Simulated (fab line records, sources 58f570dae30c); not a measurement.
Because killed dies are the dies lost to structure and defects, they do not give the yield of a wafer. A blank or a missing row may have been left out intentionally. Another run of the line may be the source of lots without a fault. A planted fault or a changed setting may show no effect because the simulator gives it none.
Which tool was responsible? | flow berkeley_cmos170 | 21 wafers from 7 lots sampled at 2 of the route's 331 steps

## WHAT THE GAUGES READ, wafer by wafer
UCB170_PLDD_TW_MEAS_11.
lot  | measured     | on            | PLDD_TW
L182 | day 7 22:11  | film_metro-01 | 1000 1002 998
L186 | day 8 08:31  | film_metro-01 | 1008 1003 998
L188 | day 9 10:34  | film_metro-01 | 1002 1002 1000
L191 | day 10 02:24 | film_metro-04 | 1023 1023 1024
L193 | day 10 01:35 | film_metro-04 | 1019 1016 1024
L199 | day 11 08:28 | film_metro-02 | 1142 1147 1134
L203 | day 12 08:14 | film_metro-02 | 1007 1006 1007

## WHAT TOOL EACH LOT RAN ON (gives the tool, then ch and the chambers of the sampled wafers, and finally the start)
lot  | UCB170_PLDD_IMPLANT_08
L182 | implanter-02 ch 0, day 7 21:49
L186 | implanter-03 ch 0, day 8 08:07
L188 | implanter-02 ch 0, day 9 10:11
L191 | implanter-03 ch 0, day 10 01:49
L193 | implanter-03 ch 0, day 10 01:06
L199 | implanter-01 ch 0, day 11 07:37
L203 | implanter-03 ch 0, day 12 07:50
- UCB170_PLDD_IMPLANT_08

## THE ANSWER, worked out from the rows above alone
Rule: the usual values come from the lots themselves. The widest of any qualifying gaps counts: lots, ordered by their means at a reading, are off when they make up no more than a third of the lots, leave a main group of 4 or more, and stand apart from it by 3 or more times the standard deviation of that group's means. The tables above print the reading to a certain number of digits; a main group whose means all agree to those digits is not used. Also off: a lot with no number at a reading for which 4 or more lots have one. Any other lot the step has rows for is counted as sound.
Off: L199, at UCB170_PLDD_TW_MEAS_11 (PLDD_TW). Main group: mean 1009, sd 9.1.
If a tool, at a process step before that reading, ran all the lots that are off and no sound lot after the first of them, it fits. The gauges at UCB170_PLDD_TW_MEAS_11 are tried like those tools. One candidate fits, namely implanter-01 at UCB170_PLDD_IMPLANT_08. It ran no sound lot before its first lot that is off in this sample, so the start can't be narrowed down.

## WHAT WAS PUT IN BY THE SIMULATOR
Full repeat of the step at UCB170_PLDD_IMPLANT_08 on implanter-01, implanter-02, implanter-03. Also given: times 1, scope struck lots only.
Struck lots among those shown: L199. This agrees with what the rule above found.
